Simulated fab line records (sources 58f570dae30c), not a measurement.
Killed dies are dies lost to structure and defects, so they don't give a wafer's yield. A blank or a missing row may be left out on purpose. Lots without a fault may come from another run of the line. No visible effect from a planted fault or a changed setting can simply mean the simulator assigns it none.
Split-lot study || flow berkeley-cmos170 || 23 wafers read across 5 lots, on a route 331 steps long

THE SPLIT ITSELF
At UCB170_PWELL_CVD_05 (deposits Si3N4 from SiH2Cl2/NH3, target thk 220 nm, time 3300 s), the setting pressure-mtorr was moved away from the recipe's 200 mTorr on 20 of the 23 wafers read, by -13.1% to +6.3%. The other wafers ran this setting at the recipe's value.

The split's own step is where the reading is taken.

THE READING
Si3N4_of_PWELL_CVD_05.thk-nm (the simulator's own value, which no gauge read), in nm, at UCB170_PWELL_CVD_05 (deposits Si3N4 from SiH2Cl2/NH3, target thk 220 nm, time 3300 s). No usual value for it is given in the file. Here, 3 wafers ran the recipe; their average is 218.3 nm with a standard deviation of 0.61 nm.

{"wafer": "L076.2", "tool, chamber at the split": "-, -", "pressure-mtorr as run, mTorr": 173.8, "against the recipe": "-13.1%", "Si3N4_of_PWELL_CVD_05.thk-nm, nm": 214.8, "against lot-mates on the recipe": "no lot-mate on the recipe"}
{"wafer": "L076.3", "tool, chamber at the split": "-, -", "pressure-mtorr as run, mTorr": 173.8, "against the recipe": "-13.1%", "Si3N4_of_PWELL_CVD_05.thk-nm, nm": 215.7, "against lot-mates on the recipe": "no lot-mate on the recipe"}
{"wafer": "L076.4", "tool, chamber at the split": "-, -", "pressure-mtorr as run, mTorr": 173.8, "against the recipe": "-13.1%", "Si3N4_of_PWELL_CVD_05.thk-nm, nm": 215, "against lot-mates on the recipe": "no lot-mate on the recipe"}
{"wafer": "L076.5", "tool, chamber at the split": "-, -", "pressure-mtorr as run, mTorr": 173.8, "against the recipe": "-13.1%", "Si3N4_of_PWELL_CVD_05.thk-nm, nm": 215.2, "against lot-mates on the recipe": "no lot-mate on the recipe"}
{"wafer": "L076.6", "tool, chamber at the split": "-, -", "pressure-mtorr as run, mTorr": 173.8, "against the recipe": "-13.1%", "Si3N4_of_PWELL_CVD_05.thk-nm, nm": 214.1, "against lot-mates on the recipe": "no lot-mate on the recipe"}
{"wafer": "L079.2", "tool, chamber at the split": "-, -", "pressure-mtorr as run, mTorr": 184.6, "against the recipe": "-7.7%", "Si3N4_of_PWELL_CVD_05.thk-nm, nm": 216.2, "against lot-mates on the recipe": "no lot-mate on the recipe"}
{"wafer": "L079.3", "tool, chamber at the split": "-, -", "pressure-mtorr as run, mTorr": 184.6, "against the recipe": "-7.7%", "Si3N4_of_PWELL_CVD_05.thk-nm, nm": 214.6, "against lot-mates on the recipe": "no lot-mate on the recipe"}
{"wafer": "L079.4", "tool, chamber at the split": "-, -", "pressure-mtorr as run, mTorr": 184.6, "against the recipe": "-7.7%", "Si3N4_of_PWELL_CVD_05.thk-nm, nm": 216.3, "against lot-mates on the recipe": "no lot-mate on the recipe"}
{"wafer": "L079.5", "tool, chamber at the split": "-, -", "pressure-mtorr as run, mTorr": 184.6, "against the recipe": "-7.7%", "Si3N4_of_PWELL_CVD_05.thk-nm, nm": 215.9, "against lot-mates on the recipe": "no lot-mate on the recipe"}
{"wafer": "L079.6", "tool, chamber at the split": "-, -", "pressure-mtorr as run, mTorr": 184.6, "against the recipe": "-7.7%", "Si3N4_of_PWELL_CVD_05.thk-nm, nm": 216.9, "against lot-mates on the recipe": "no lot-mate on the recipe"}
{"wafer": "L082.1", "tool, chamber at the split": "-, -", "pressure-mtorr as run, mTorr": 183, "against the recipe": "-8.5%", "Si3N4_of_PWELL_CVD_05.thk-nm, nm": 214.1, "against lot-mates on the recipe": "no lot-mate on the recipe"}
{"wafer": "L082.3", "tool, chamber at the split": "-, -", "pressure-mtorr as run, mTorr": 183, "against the recipe": "-8.5%", "Si3N4_of_PWELL_CVD_05.thk-nm, nm": 214.4, "against lot-mates on the recipe": "no lot-mate on the recipe"}
{"wafer": "L082.4", "tool, chamber at the split": "-, -", "pressure-mtorr as run, mTorr": 183, "against the recipe": "-8.5%", "Si3N4_of_PWELL_CVD_05.thk-nm, nm": 216.4, "against lot-mates on the recipe": "no lot-mate on the recipe"}
{"wafer": "L082.5", "tool, chamber at the split": "-, -", "pressure-mtorr as run, mTorr": 183, "against the recipe": "-8.5%", "Si3N4_of_PWELL_CVD_05.thk-nm, nm": 216.3, "against lot-mates on the recipe": "no lot-mate on the recipe"}
{"wafer": "L082.6", "tool, chamber at the split": "-, -", "pressure-mtorr as run, mTorr": 183, "against the recipe": "-8.5%", "Si3N4_of_PWELL_CVD_05.thk-nm, nm": 214.5, "against lot-mates on the recipe": "no lot-mate on the recipe"}
{"wafer": "L083.1", "tool, chamber at the split": "-, -", "pressure-mtorr as run, mTorr": 212.7, "against the recipe": "+6.3%", "Si3N4_of_PWELL_CVD_05.thk-nm, nm": 222.8, "against lot-mates on the recipe": "no lot-mate on the recipe"}
{"wafer": "L083.2", "tool, chamber at the split": "-, -", "pressure-mtorr as run, mTorr": 212.7, "against the recipe": "+6.3%", "Si3N4_of_PWELL_CVD_05.thk-nm, nm": 224, "against lot-mates on the recipe": "no lot-mate on the recipe"}
{"wafer": "L083.4", "tool, chamber at the split": "-, -", "pressure-mtorr as run, mTorr": 212.7, "against the recipe": "+6.3%", "Si3N4_of_PWELL_CVD_05.thk-nm, nm": 224, "against lot-mates on the recipe": "no lot-mate on the recipe"}
{"wafer": "L083.3", "tool, chamber at the split": "-, -", "pressure-mtorr as run, mTorr": 212.7, "against the recipe": "+6.3%", "Si3N4_of_PWELL_CVD_05.thk-nm, nm": 222, "against lot-mates on the recipe": "no lot-mate on the recipe"}
{"wafer": "L083.5", "tool, chamber at the split": "-, -", "pressure-mtorr as run, mTorr": 212.7, "against the recipe": "+6.3%", "Si3N4_of_PWELL_CVD_05.thk-nm, nm": 224.6, "against lot-mates on the recipe": "no lot-mate on the recipe"}
{"wafer": "L085.2", "tool, chamber at the split": "lpcvd-02, 0", "pressure-mtorr as run, mTorr": 200, "against the recipe": "recipe", "Si3N4_of_PWELL_CVD_05.thk-nm, nm": 217.6, "against lot-mates on the recipe": "-"}
{"wafer": "L085.3", "tool, chamber at the split": "lpcvd-02, 0", "pressure-mtorr as run, mTorr": 200, "against the recipe": "recipe", "Si3N4_of_PWELL_CVD_05.thk-nm, nm": 219.1, "against lot-mates on the recipe": "-"}
{"wafer": "L085.4", "tool, chamber at the split": "lpcvd-02, 0", "pressure-mtorr as run, mTorr": 200, "against the recipe": "recipe", "Si3N4_of_PWELL_CVD_05.thk-nm, nm": 218.3, "against lot-mates on the recipe": "-"}

THE FIT
A straight line over all 23 wafers: Si3N4_of_PWELL_CVD_05.thk-nm changes by +0.451 nm for each +1% of pressure-mtorr; r = +0.93; the points scatter about the line by 1.3 nm.
Too few moved wafers have a lot-mate on the recipe to fit a line with each lot's own level taken away.

FILE'S OWN FIT
Si3N4_of_PWELL_CVD_05.thk-nm changes by +0.45 nm for each +1% of pressure-mtorr, r = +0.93.
